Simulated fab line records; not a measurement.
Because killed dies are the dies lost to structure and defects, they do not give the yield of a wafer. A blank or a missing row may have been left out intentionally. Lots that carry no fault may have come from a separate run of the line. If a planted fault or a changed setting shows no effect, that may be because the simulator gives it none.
Struck lot and sound lot, side by side + flow rit cmos + 21 out of 202 route steps
Sound: these wafers, L572.1, L572.2, L572.3. Wafers struck: L577.3, L577.4, L577.5. The cause comes at the end.
At each step with rows: each side's tool, then ch and its chambers, then its first start. Under that, the readings that differ: sound wafers + struck wafers + difference of the means + sigmas: that difference in standard deviations of wafers without a fault.
alike: same words and numbers on both sides, and readings whose means sit less than 2 such deviations apart. not compared: any withheld reading, any reading some wafer has no value for, any bound like >300 that may hide the same value, and any number with overlapping values for which the record gives no deviation.
Wherever a step has rows on one side only, a row that says differs or no value, or a row with sigmas, the two part there. Numbers that don't overlap but have no deviation are shown without sigmas and don't part them. A reading that every wafer of one side lacks parts them only if that side has two wafers or more.

first, 3 steps without rows for these wafers: RIT_GATE_CLEAN_02 (cleans in dHF, time 30 s); RIT_GATE_CLEAN_03 (cleans in SC2, time 600 s); RIT_GATE_CLEAN_04 (cleans in dHF, time 60 s).
RIT_FOX2_THK_MEAS_91:
  sound on film metro-01 at day 3 22:03; struck on film metro-04 at day 5 11:59
| reading                     | sound       | struck      | difference | sigmas |
|-----------------------------|-------------|-------------|------------|--------|
| FIELD_OXIDE_LEFT_2_THK (nm) | 258 257 253 | 269 269 272 | +14        | +2     |
then, 2 steps without rows for these wafers: RIT_GATE_OXIDATION_05 (target thk 3 nm, ox time 270 s); RIT_GATE_ANNEAL_06 (time 600 s).
RIT_GATE_THK_MEAS_07:
  sound on film metro-04 at day 4 11:49; struck on film metro-03 at day 5 14:02
  alike: GATE_OXIDE_THK
then, 1 step without rows for these wafers: RIT_GATE_CVD_08 (deposits poly-Si from SiH4, target thk 250 nm, time 2220 s).
RIT_GATE_THK_MEAS_09:
  sound on film metro-04 at day 4 13:29; struck on film metro-04 at day 5 15:43
| reading            | sound             | struck            | difference | sigmas |
|--------------------|-------------------|-------------------|------------|--------|
| GATE_POLY_THK (nm) | 249.0 247.2 247.3 | 256.7 255.5 256.6 | +8.4       | +3     |
then, 3 steps without rows for these wafers: RIT_GATE_HMDS_10 (prime time 60 s); RIT_GATE_COAT_11 (resist thk 850 nm); RIT_GATE_SOFTBAKE_12 (time 60 s).
RIT_GATE_EXPOSE_13: exposes mask M6, target cd 150 nm.
  sound on iline stepper-02 ch 0, day 4 14:14; struck on iline stepper-01 ch 0, day 5 16:29
| reading | sound          | struck                  | difference | sigmas |
|---------|----------------|-------------------------|------------|--------|
| mask    | M6#0 M6#0 M6#0 | M6_R1#0 M6_R1#0 M6_R1#0 | differs    |        |
then, 2 steps without rows for these wafers: RIT_GATE_PEB_14; RIT_GATE_DEVELOP_15 (develop time 50 s).
RIT_GATE_CD_MEAS_16: the cd target is 150 nm.
  sound on cd sem-01 at day 4 14:38; struck on cd sem-01 at day 5 17:14
| reading    | sound             | struck            | difference | sigmas |
|------------|-------------------|-------------------|------------|--------|
| cd nm (nm) | 152.4 154.4 152.1 | 136.4 139.2 139.1 | -14.7      | -6     |
RIT_GATE_OVL_MEAS_17:
  sound on overlay-01 at day 4 14:46; struck on overlay-01 at day 5 17:20
| reading       | sound       | struck         | difference | sigmas |
|---------------|-------------|----------------|------------|--------|
| GATE_OVL (nm) | 1.2 0.2 1.3 | -3.3 -2.5 -2.8 | -3.8       | -3     |
then, 1 step without rows for these wafers: RIT_GATE_HARDBAKE_18 (time 60 s).
RIT_GATE_ETCH_19: etches poly-Si in SF6/CHF3/O2, stops on SiO2, time 165 s, target depth 312.5 nm.
  sound on rie si-02 ch 0,2,3, day 4 14:57; struck on rie si-02 ch 1,3, day 5 17:31
| reading               | sound             | struck            | difference | sigmas |
|-----------------------|-------------------|-------------------|------------|--------|
| model.GATE.cd nm (nm) | 152.4 154.3 152.1 | 136.4 139.1 138.9 | -14.8      |        |
  alike: chamber pressure mTorr, drypump motor current A, oes product au, throttle valve pct
  not compared: rf hours counter h
RIT_GATE_STRIP_20: strips in O2, time 180 s.
  sound on plasma asher-04 ch 0,1, day 4 15:04; struck on plasma asher-04 ch 0,1, day 5 17:43
  alike: chamber pressure mTorr, drypump motor current A
  not compared: rf hours counter h
RIT_M1_PROBE_99:
  sound on prober-02 at day 6 08:16; struck on prober-01 at day 6 16:02
| reading                             | sound             | struck            | difference | sigmas |
|-------------------------------------|-------------------|-------------------|------------|--------|
| killed at front end                 | 5 3 6             | 14 14 9           | +8         | +2     |
| killed dies                         | 5 3 6             | 14 14 10          | +8         | +2     |
| killed short                        | 2 1 2             | 7 8 4             | +5         | +2     |
| model.etest.pmos_0p15.r on ohm um   | 2778 2863 2744    | 2440 2551 2598    | -265       |        |
| model.etest.pmos turned.r on ohm um | 3424 3486 3407    | 3089 3245 3296    | -229       |        |
| model.etest.nmos_0p15.drive ua um   | 463.5 453.5 472   | 527.3 524 510.2   | +57.5      |        |
| model.etest.pmos_0p15.drive ua um   | 254.4 248.3 254.9 | 298.2 287.1 278.4 | +35.4      |        |
| model.etest.nmos turned.drive ua um | 326.1 324.1 329.4 | 360.1 348.8 337.7 | +22.3      |        |
  alike: killed at contacts, killed open
  not compared: model.etest.pmos_0p3.r on ohm um, model.etest.nmos_0p15.r on ohm um, model.etest.nmos_0p3.r on ohm um

WHERE THEY PART
At RIT_FOX2_THK_MEAS_91 first; at RIT_M1_PROBE_99 last (within this record only).

WHY: what the simulator had put in
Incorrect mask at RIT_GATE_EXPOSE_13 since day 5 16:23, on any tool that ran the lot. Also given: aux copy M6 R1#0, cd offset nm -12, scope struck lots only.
